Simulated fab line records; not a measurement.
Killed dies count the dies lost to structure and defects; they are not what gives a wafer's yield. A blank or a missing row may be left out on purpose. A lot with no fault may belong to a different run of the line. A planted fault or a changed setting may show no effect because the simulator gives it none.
Chamber matching | flow berkeleyCmos170 | UCB170_ZERO_ETCH_06 on rieDiel-01 has 4 sister chambers
The step etches SiO2 in CHF3/CF4/Ar, time 12 s. 14 wafers are shown with their chamber, then 7 later ones without.

## EACH WAFER AND ITS CHAMBER
wafer  | chamber | throttleValvePct (%) | oesProductAu (a.u.) | cf4FlowSccm (sccm)
L628.1 | 0       | 9.21                 | 0.619               | 9.99
L628.2 | 1       | 9.15                 | 0.609               | 10.05
L628.3 | 3       | 9.23                 | 0.607               | 10.01
L630.3 | 3       | 9.24                 | 0.600               | 9.99
L630.4 | 2       | 9.24                 | 0.625               | 10.01
L630.6 | 0       | 9.23                 | 0.613               | 10.01
L634.1 | 3       | 9.24                 | 0.598               | 10.02
L634.3 | 2       | 9.23                 | 0.622               | 9.91
L634.5 | 2       | 9.23                 | 0.617               | 9.96
L639.4 | 0       | 9.21                 | 0.613               | 9.96
L639.5 | 0       | 9.22                 | 0.607               | 10.00
L639.6 | 1       | 9.15                 | 0.610               | 10.01
L643.1 | 3       | 9.24                 | 0.599               | 9.98
L643.2 | 1       | 9.16                 | 0.608               | 10.00

SIGNATURES (averages over the wafers above)
reading          | chamber 0 | chamber 1 | chamber 2 | chamber 3 | scatter within a chamber
throttleValvePct | 9.2175    | 9.1533    | 9.2333    | 9.2375    | 0.00695
oesProductAu     | 0.61300   | 0.60900   | 0.62133   | 0.60100   | 0.00396
cf4FlowSccm      | 9.9900    | 10.0200   | 9.9600    | 10.0000   | 0.0297
Rule: distance of a wafer from a chamber = root of the sum over the readings of ((wafer's reading minus chamber's mean) / reading's scatter) squared. The wafer belongs to the nearest chamber; if the next one is less than 2 further off, it can't be placed. The scatter is the square root of a quotient: the sum, over the shown wafers, of each reading's squared deviation from its chamber's mean, divided by wafers minus chambers.

## WAFERS MISSING THEIR CHAMBER
wafer  | throttleValvePct (%) | oesProductAu (a.u.) | cf4FlowSccm (sccm)
L643.5 | 9.16                 | 0.611               | 10.04
L645.1 | 9.23                 | 0.597               | 9.94
L645.2 | 9.21                 | 0.620               | 10.01
L645.6 | 9.25                 | 0.610               | 10.00
L648.1 | 9.25                 | 0.616               | 10.05
L648.4 | 9.23                 | 0.601               | 10.01
L648.5 | 9.15                 | 0.606               | 9.97

## THE CHAMBER EACH PASSED THROUGH
wafer  | from the rows above          | in truth
L643.5 | 1                            | 1
L645.1 | 3                            | 3
L645.2 | can't be placed: 0 or 2      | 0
L645.6 | can't be placed: 3 or 2 or 0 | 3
L648.1 | can't be placed: 2 or 3 or 0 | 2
L648.4 | 3                            | 3
L648.5 | 1                            | 1
4 of 7 placed correctly. Can't be placed from these rows: 3 (the true chamber is among the candidates in 3). Placed wrongly: 0.
